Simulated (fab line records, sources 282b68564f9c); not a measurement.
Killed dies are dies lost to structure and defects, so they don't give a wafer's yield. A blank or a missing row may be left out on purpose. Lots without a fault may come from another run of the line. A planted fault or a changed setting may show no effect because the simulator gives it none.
Split-lot experiment | flow rit_cmos | 5 lots, 23 wafers read, on a route of 202 steps

THE SPLIT
At RIT_NWELL_IMPLANT_08, the setting energy_kev was moved away from the recipe's 170 on 10 of the 23 wafers read, by -5.0% to +3.5%. The other wafers ran this setting at the recipe's value.

The reading is taken at the split's own step.

THE READING
implant.drp_nm (the simulator's own value, which no gauge read), in nm, at RIT_NWELL_IMPLANT_08. The file gives no usual value for it.

wafer  | tool, chamber at the split | energy_kev as run | against the recipe | implant.drp_nm, nm | against lot-mates on the recipe
L076.1 | implanter-01, 0            | 167.2             | -1.6%              | 67.98              | -0.84
L076.4 | implanter-01, 0            | 167.2             | -1.6%              | 67.98              | -0.84
L076.3 | implanter-01, 0            | 170               | recipe             | 68.82              | -
L076.5 | implanter-01, 0            | 170               | recipe             | 68.82              | -
L076.6 | implanter-01, 0            | 170               | recipe             | 68.82              | -
L077.1 | implanter-01, 0            | 161.5             | -5.0%              | 66.28              | -2.54
L077.2 | implanter-01, 0            | 161.5             | -5.0%              | 66.28              | -2.54
L077.6 | implanter-01, 0            | 161.5             | -5.0%              | 66.28              | -2.54
L077.4 | implanter-01, 0            | 170               | recipe             | 68.82              | -
L077.5 | implanter-01, 0            | 170               | recipe             | 68.82              | -
L078.1 | implanter-01, 0            | 162.9             | -4.2%              | 66.7               | -2.12
L078.2 | implanter-01, 0            | 162.9             | -4.2%              | 66.7               | -2.12
L078.5 | implanter-01, 0            | 162.9             | -4.2%              | 66.7               | -2.12
L078.3 | implanter-01, 0            | 170               | recipe             | 68.82              | -
L078.4 | implanter-01, 0            | 170               | recipe             | 68.82              | -
L081.1 | implanter-03, 0            | 170               | recipe             | 68.82              | -
L081.4 | implanter-03, 0            | 170               | recipe             | 68.82              | -
L081.6 | implanter-03, 0            | 170               | recipe             | 68.82              | -
L081.2 | implanter-03, 0            | 175.9             | +3.5%              | 70.61              | +1.79
L081.5 | implanter-03, 0            | 175.9             | +3.5%              | 70.61              | +1.79
L083.1 | implanter-04, 0            | 170               | recipe             | 68.82              | -
L083.4 | implanter-04, 0            | 170               | recipe             | 68.82              | -
L083.6 | implanter-04, 0            | 170               | recipe             | 68.82              | -

THE FIT
A straight line over all 23 wafers: implant.drp_nm changes by +0.51 nm for each +1% of energy_kev; r = +1.00; the points scatter about the line by 0.0068 nm.
The same after taking each lot's own level away (the mean of its wafers on the recipe; 23 wafers): +0.51 nm for each +1%; r = +1.00; scatter 0.0068 nm.
On that fit, the largest move of energy_kev shifts the reading by 2.5 nm.
The lots' own levels span 68.820 to 68.820 nm.
So the lot-to-lot level changes the slope little: the two slopes agree.
Check: with one of the wafers moved furthest among these (-5.0%) left out of the fit, the line predicts -2.55 nm for it against its lot-mates. It came out at -2.54 nm against them.

OTHER SPLITS ON THESE WAFERS
These wafers also went through other splits before the reading. Each is held against what the fit with the lots' levels taken away leaves over:
other split on the same wafers    | wafers away from the commonest value | r with implant.drp_nm (lot level and that fit taken away)
RIT_ACTIVE_OXIDATION_01 temp_c    | 15                                   | -0.31
RIT_ACTIVE_CVD_03 temp_c          | 18                                   | +0.41
RIT_ACTIVE_ETCH_13 pressure_mtorr | 18                                   | +0.46
RIT_FOX2_OXIDATION_00 ox_time_s   | 15                                   | +0.06
RIT_NWELL_SOFTBAKE_02 temp_c      | 10                                   | -0.12

THE WHOLE CHAIN: every reading that the file lists as answering this split, in the file's order
step                 | what it does | reading                                                         | change (the file's fit)               | r (the file's)
RIT_NWELL_IMPLANT_08 |              | implant.rp_nm (the simulator's own value, which no gauge read)  | +2.17 nm for each +1% of the setting  | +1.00
RIT_NWELL_IMPLANT_08 |              | implant.drp_nm (the simulator's own value, which no gauge read) | +0.511 nm for each +1% of the setting | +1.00

THE FILE'S OWN FIT
implant.drp_nm changes by +0.511 nm for each +1% of energy_kev, r = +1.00.
